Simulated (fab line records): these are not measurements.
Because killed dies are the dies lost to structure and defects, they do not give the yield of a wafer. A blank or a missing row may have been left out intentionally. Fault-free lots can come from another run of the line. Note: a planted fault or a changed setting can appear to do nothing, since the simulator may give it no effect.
Split-lot study / flow berkeley cmos170 / route with 331 steps; 5 lots, 23 wafers read

## ON THE SPLIT
At UCB170_NWELL_IMPLANT_14, the setting energy kev was moved away from the recipe's 150 on 11 of the 23 wafers read, by -4.4% to +4.7%. This setting was run at the recipe's value on the other wafers.

The split's own step is where the reading is taken.

## THE READING
The simulator's own value implant.drp nm, read by no gauge, in nm at UCB170_NWELL_IMPLANT_14. No usual value for it is given in the file.

wafer=L074.1; tool, chamber at the split=implanter-01, 0; energy kev as run=150; against the recipe=recipe; implant.drp nm, nm=62.72; against lot-mates on the recipe=-
wafer=L074.5; tool, chamber at the split=implanter-01, 0; energy kev as run=150; against the recipe=recipe; implant.drp nm, nm=62.72; against lot-mates on the recipe=-
wafer=L074.6; tool, chamber at the split=implanter-01, 0; energy kev as run=150; against the recipe=recipe; implant.drp nm, nm=62.72; against lot-mates on the recipe=-
wafer=L074.3; tool, chamber at the split=implanter-01, 0; energy kev as run=157.1; against the recipe=+4.7%; implant.drp nm, nm=64.94; against lot-mates on the recipe=+2.22
wafer=L074.4; tool, chamber at the split=implanter-01, 0; energy kev as run=157.1; against the recipe=+4.7%; implant.drp nm, nm=64.94; against lot-mates on the recipe=+2.22
wafer=L077.3; tool, chamber at the split=implanter-04, 0; energy kev as run=150; against the recipe=recipe; implant.drp nm, nm=62.72; against lot-mates on the recipe=-
wafer=L077.5; tool, chamber at the split=implanter-04, 0; energy kev as run=150; against the recipe=recipe; implant.drp nm, nm=62.72; against lot-mates on the recipe=-
wafer=L077.6; tool, chamber at the split=implanter-04, 0; energy kev as run=150; against the recipe=recipe; implant.drp nm, nm=62.72; against lot-mates on the recipe=-
wafer=L079.1; tool, chamber at the split=implanter-01, 0; energy kev as run=153.9; against the recipe=+2.6%; implant.drp nm, nm=63.95; against lot-mates on the recipe=+1.23
wafer=L079.4; tool, chamber at the split=implanter-01, 0; energy kev as run=153.9; against the recipe=+2.6%; implant.drp nm, nm=63.95; against lot-mates on the recipe=+1.23
wafer=L079.6; tool, chamber at the split=implanter-01, 0; energy kev as run=153.9; against the recipe=+2.6%; implant.drp nm, nm=63.95; against lot-mates on the recipe=+1.23
wafer=L079.2; tool, chamber at the split=implanter-01, 0; energy kev as run=150; against the recipe=recipe; implant.drp nm, nm=62.72; against lot-mates on the recipe=-
wafer=L079.5; tool, chamber at the split=implanter-01, 0; energy kev as run=150; against the recipe=recipe; implant.drp nm, nm=62.72; against lot-mates on the recipe=-
wafer=L082.2; tool, chamber at the split=implanter-01, 0; energy kev as run=143.9; against the recipe=-4.1%; implant.drp nm, nm=60.72; against lot-mates on the recipe=-2.00
wafer=L082.3; tool, chamber at the split=implanter-01, 0; energy kev as run=143.9; against the recipe=-4.1%; implant.drp nm, nm=60.72; against lot-mates on the recipe=-2.00
wafer=L082.6; tool, chamber at the split=implanter-01, 0; energy kev as run=143.9; against the recipe=-4.1%; implant.drp nm, nm=60.72; against lot-mates on the recipe=-2.00
wafer=L082.4; tool, chamber at the split=implanter-01, 0; energy kev as run=150; against the recipe=recipe; implant.drp nm, nm=62.72; against lot-mates on the recipe=-
wafer=L082.5; tool, chamber at the split=implanter-01, 0; energy kev as run=150; against the recipe=recipe; implant.drp nm, nm=62.72; against lot-mates on the recipe=-
wafer=L083.1; tool, chamber at the split=implanter-03, 0; energy kev as run=143.4; against the recipe=-4.4%; implant.drp nm, nm=60.55; against lot-mates on the recipe=-2.17
wafer=L083.2; tool, chamber at the split=implanter-03, 0; energy kev as run=143.4; against the recipe=-4.4%; implant.drp nm, nm=60.55; against lot-mates on the recipe=-2.17
wafer=L083.4; tool, chamber at the split=implanter-03, 0; energy kev as run=143.4; against the recipe=-4.4%; implant.drp nm, nm=60.55; against lot-mates on the recipe=-2.17
wafer=L083.3; tool, chamber at the split=implanter-03, 0; energy kev as run=150; against the recipe=recipe; implant.drp nm, nm=62.72; against lot-mates on the recipe=-
wafer=L083.5; tool, chamber at the split=implanter-03, 0; energy kev as run=150; against the recipe=recipe; implant.drp nm, nm=62.72; against lot-mates on the recipe=-

FIT RESULTS
A straight line over all 23 wafers: implant.drp nm changes by +0.483 nm for each +1% of energy kev; r = +1.00; the points scatter about the line by 0.024 nm.
The same after taking each lot's own level away (the mean of its wafers on the recipe; 23 wafers): +0.483 nm for each +1%; r = +1.00; scatter 0.024 nm.
According to that fit, moving energy kev by its largest amount changes the reading by 2.3 nm.
The lots' own levels span 62.720 to 62.720 nm.
The two slopes are in agreement: the lot-to-lot level therefore moves the slope only a little.
Check: with one of the wafers moved furthest among these (+4.7%) left out of the fit, the line predicts +2.28 nm for it against its lot-mates. It came out at +2.22 nm against them.

## OTHER SPLITS ON THESE WAFERS
These wafers also went through other splits before the reading. Each is held against what the fit with the lots' levels taken away leaves over:
other split on the same wafers=UCB170_START_OXIDATION_02 temp c; wafers away from the commonest value=15; r with implant.drp nm (lot level and that fit taken away)=-0.17
other split on the same wafers=UCB170_ZERO_STRIP_07 o2 flow sccm; wafers away from the commonest value=8; r with implant.drp nm (lot level and that fit taken away)=+0.00
other split on the same wafers=UCB170_NWELL_CVD_04 sih2cl2 flow sccm; wafers away from the commonest value=10; r with implant.drp nm (lot level and that fit taken away)=-0.07

## THE WHOLE CHAIN: every reading that the file lists as answering this split, in the file's order
step=UCB170_NWELL_IMPLANT_14; what it does=; reading=implant.rp nm (the simulator's own value, which no gauge read); change (the file's fit)=+1.95 nm for each +1% of the setting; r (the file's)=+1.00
step=UCB170_NWELL_IMPLANT_14; what it does=; reading=implant.drp nm (the simulator's own value, which no gauge read); change (the file's fit)=+0.482 nm for each +1% of the setting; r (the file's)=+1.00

## FILE'S OWN FIT
implant.drp nm changes by +0.482 nm for each +1% of energy kev, r = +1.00.
